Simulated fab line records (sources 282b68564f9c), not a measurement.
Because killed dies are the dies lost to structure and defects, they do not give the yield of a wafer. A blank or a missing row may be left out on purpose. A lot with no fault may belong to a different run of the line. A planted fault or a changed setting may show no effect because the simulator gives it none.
Which tool was responsible? | flow rit-cmos | 14 lots with 42 wafers sampled at 2 steps, on a route of 202 steps

WHAT EACH GAUGE READ, for each wafer
Not one reading of a measure or inspect step in the record can be checked against a usual standard deviation.

EACH LOT AND THE TOOL THAT RAN IT (in order: tool; ch and the chambers of the sampled wafers; start)
lot  | RIT_FOX2_OXIDATION_00        | RIT_M1_PROBE_99
L531 | furnace-01 ch 0, day 2 01:06 | -
L532 | furnace-03 ch 0, day 2 04:59 | -
L533 | furnace-04 ch 0, day 2 10:25 | -
L534 | furnace-04 ch 0, day 2 19:36 | -
L536 | furnace-03 ch 0, day 3 03:38 | -
L537 | furnace-03 ch 0, day 3 07:21 | -
L538 | furnace-03 ch 0, day 3 11:40 | -
L540 | furnace-01 ch 0, day 3 20:53 | -
L541 | furnace-01 ch 0, day 4 02:23 | prober-01, day 5 23:22
L543 | furnace-04 ch 0, day 4 11:49 | -
L545 | furnace-01 ch 0, day 5 00:16 | -
L547 | furnace-01 ch 0, day 5 07:53 | -
L549 | furnace-03 ch 0, day 5 18:41 | -
L550 | furnace-01 ch 0, day 5 22:41 | -
- RIT_FOX2_OXIDATION_00: target thk 350.7 nm, ox time 1130 s.
- RIT_M1_PROBE_99

AS READ BY THE TOOLS THEMSELVES (means over the sampled wafers that have a number; for cases with no such wafer, the mark the record gives instead)
RIT_FOX2_OXIDATION_00.
lot  | tool       | spike-tc-centre-C (C) | spike-tc-source-C (C) | tube-center-temp-C (C) | tube_center_temp_C_max
L531 | furnace-01 | 1101.9                | 1127.3                | 1100                   | 1102.6
L532 | furnace-03 | 1102.8                | 1124.8                | 1100                   | 1102.3
L533 | furnace-04 | 1103.1                | 1126.0                | 1100                   | 1103.7
L534 | furnace-04 | 1101.4                | 1124.8                | 1100                   | 1102.8
L536 | furnace-03 | 1103.0                | 1124.0                | 1100                   | 1102.5
L537 | furnace-03 | 1102.5                | 1124.2                | 1100                   | 1102.5
L538 | furnace-03 | 1102.3                | 1124.7                | 1100                   | 1103.1
L540 | furnace-01 | 1102.5                | 1128.5                | 1100                   | 1102.8
L541 | furnace-01 | 1101.7                | 1126.7                | 1100                   | 1102.8
L543 | furnace-04 | 1101.8                | 1126.5                | 1100                   | 1102.7
L545 | furnace-01 | 1102.1                | 1127.6                | 1100                   | 1102.5
L547 | furnace-01 | 1109.2                | 1133.5                | 1107                   | 1109.9
L549 | furnace-03 | 1102.5                | 1125.3                | 1100                   | 1102.4
L550 | furnace-01 | 1109.1                | 1133.9                | 1107                   | 1109.5

RIT_M1_PROBE_99.
lot  | tool      | killed-at-contacts | killed-at-front-end | killed-dies | killed-open | killed-short
L541 | prober-01 | 0.0                | 6.7                 | 6.7         | 4.0         | 2.7

THE ANSWER, worked out from the rows above alone
Rule: the usual values come from the lots themselves. The widest of any qualifying gaps counts: lots, ordered by their means at a reading, are off when they make up no more than a third of the lots, leave a main group of 4 or more, and stand apart from it by 3 or more times the standard deviation of that group's means. Not used: any main group whose means are identical at the precision the tables above print for the reading. A lot without any number at a reading at which 4 lots or more have one is off too. Any other lot the step has rows for is counted as sound. First the gauges in route order, then the tools' own readings, where a lot's mean is used as printed above. At the first step where some lot is off, the reading lying furthest off is the one used; lots without a number count as furthest.
Off: L547, L550, at RIT_FOX2_OXIDATION_00 (tube_center_temp_C_max). The main group: mean 1102.7, standard deviation 0.36.
A tool fits if, at that step or a process step before it, it ran every lot that is off, and no sound lot after the first of them. One fits: RIT_FOX2_OXIDATION_00 on furnace-01. Its last sound lot is L545 (day 5 00:16), its first lot that is off L547 (day 5 07:53): a fault that began between those two fits.
The tool's own readings at RIT_FOX2_OXIDATION_00 bear it out: on the lots that are off they differ by more than 5 times the standard deviation of the sound lots' means. spike-tc-centre-C reads 1109.2 C there against 1102.3 C on the sound lots; spike-tc-source-C reads 1133.7 C there against 1125.9 C on the sound lots; tube-center-temp-C reads 1107 C there against 1100 C on the sound lots; tube_center_temp_C_max reads 1109.7 there against 1102.7 on the sound lots.

WHAT THE SIMULATOR HAD INSERTED
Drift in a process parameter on furnace-01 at RIT_FOX2_OXIDATION_00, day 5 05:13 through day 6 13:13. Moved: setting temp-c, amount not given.
Struck lots among those shown: L547, L550. The same result came from the rule above.
